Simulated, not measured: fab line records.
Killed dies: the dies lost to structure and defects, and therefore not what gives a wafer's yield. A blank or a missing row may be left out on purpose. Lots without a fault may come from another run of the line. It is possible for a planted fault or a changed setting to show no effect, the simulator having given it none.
One fault seen from 2 desks + flow berkeley cmos170 + what lay behind the numbers comes last; until then each desk has only its own

== FOR THE TOOL OWNER'S DESK: plasma asher-01 ==
The tool's own readings at UCB170_PLDD_STRIP_10 (strips in O2): means of the sampled wafers that have a number, for each lot that ran on this tool. If a lot's mean is further than 4 standard deviations from the usual mean, the lot is out of limits and carries the mark OUT (the distance appears in the brackets).
Columns: A = chamber pressure mTorr at UCB170_PLDD_STRIP_10, usual 3500 mTorr; B = drypump motor current A at UCB170_PLDD_STRIP_10, usual 5.6 A; C = oes product au at UCB170_PLDD_STRIP_10, usual 0.734 a.u.; D = strip time to endpoint s at UCB170_PLDD_STRIP_10, usual 21.63 s
| lot  | first seen here | A    | B   | C     | D     |
|------|-----------------|------|-----|-------|-------|
| L841 | day 6 07:44     | 3498 | 5.8 | 0.734 | 21.75 |
| L847 | day 8 00:25     | 3501 | 5.7 | 0.736 | 21.61 |
| L861 | day 10 16:14    | 3501 | 5.5 | 0.735 | 21.59 |
This desk's finding: nothing out of limits on any of the 3 lots.

== AT THE METROLOGY DESK ==
Means of the sampled wafers that have a number, per lot and without regard to the tool the lot ran on: this is what the gauges read. If a lot's mean is further than 4 standard deviations from the usual mean, the lot is out of limits and carries the mark OUT (the distance appears in the brackets).
Columns: A = NLDD_TW at UCB170_NLDD_TW_MEAS_11, usual 2208; B = PSD_OVL at UCB170_PSD_OVL_MEAS_07, usual 1 nm; C = CONTACT_PSG_THK at UCB170_CONTACT_THK_MEAS_02, usual 703 nm
| lot  | first seen here | A                    | B  | C   |
|------|-----------------|----------------------|----|-----|
| L841 | day 6 09:46     | 2220                 | 6  | 709 |
| L840 | day 6 10:13     | 2197                 | 4  | 704 |
| L842 | day 6 10:46     | 2218                 | -3 | 710 |
| L843 | day 6 23:50     | 2191                 | 5  | 696 |
| L844 | day 7 00:13     | 2215                 | 7  | 711 |
| L847 | day 8 02:41     | 2182                 | 8  | 700 |
| L849 | day 8 03:00     | 2219                 | -3 | 700 |
| L854 | day 9 05:08     | 2227                 | 3  | 707 |
| L857 | day 9 08:04     | 30 (-99 or more) OUT | -  | -   |
| L856 | day 9 08:21     | 30 (-99 or more) OUT | -  | -   |
| L855 | day 9 08:37     | 2216                 | -2 | 699 |
| L863 | day 10 18:34    | 2177                 | 1  | 714 |
| L861 | day 10 19:07    | 2213                 | 5  | 705 |
| L862 | day 10 19:16    | 2217                 | -3 | 710 |
This desk's finding: out of limits on L856, L857; first on L857, day 9 08:04 (NLDD_TW at UCB170_NLDD_TW_MEAS_11). L841, L840, L842, L843, L844, L847, L849, L854, L855, L863, L861, L862: within limits.

== BROUGHT TOGETHER ==
An alarm was possible from the metrology desk at day 9 08:04, on L856, L857.
The tool owner's desk saw nothing out of limits.
The tool owner's desk has no number on record for L856, L857.
The lots listed all ran UCB170_PLDD_STRIP_10 on plasma asher-01.

== WHAT HAD BEEN PUT IN BY THE SIMULATOR ==
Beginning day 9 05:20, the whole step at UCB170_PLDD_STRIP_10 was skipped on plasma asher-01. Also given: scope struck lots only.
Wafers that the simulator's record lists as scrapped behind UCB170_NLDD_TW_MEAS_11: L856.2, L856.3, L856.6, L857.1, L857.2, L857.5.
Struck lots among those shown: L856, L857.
Time in hours between the start of the fault and the first out-of-limits reading at each desk: metrology desk, 3.
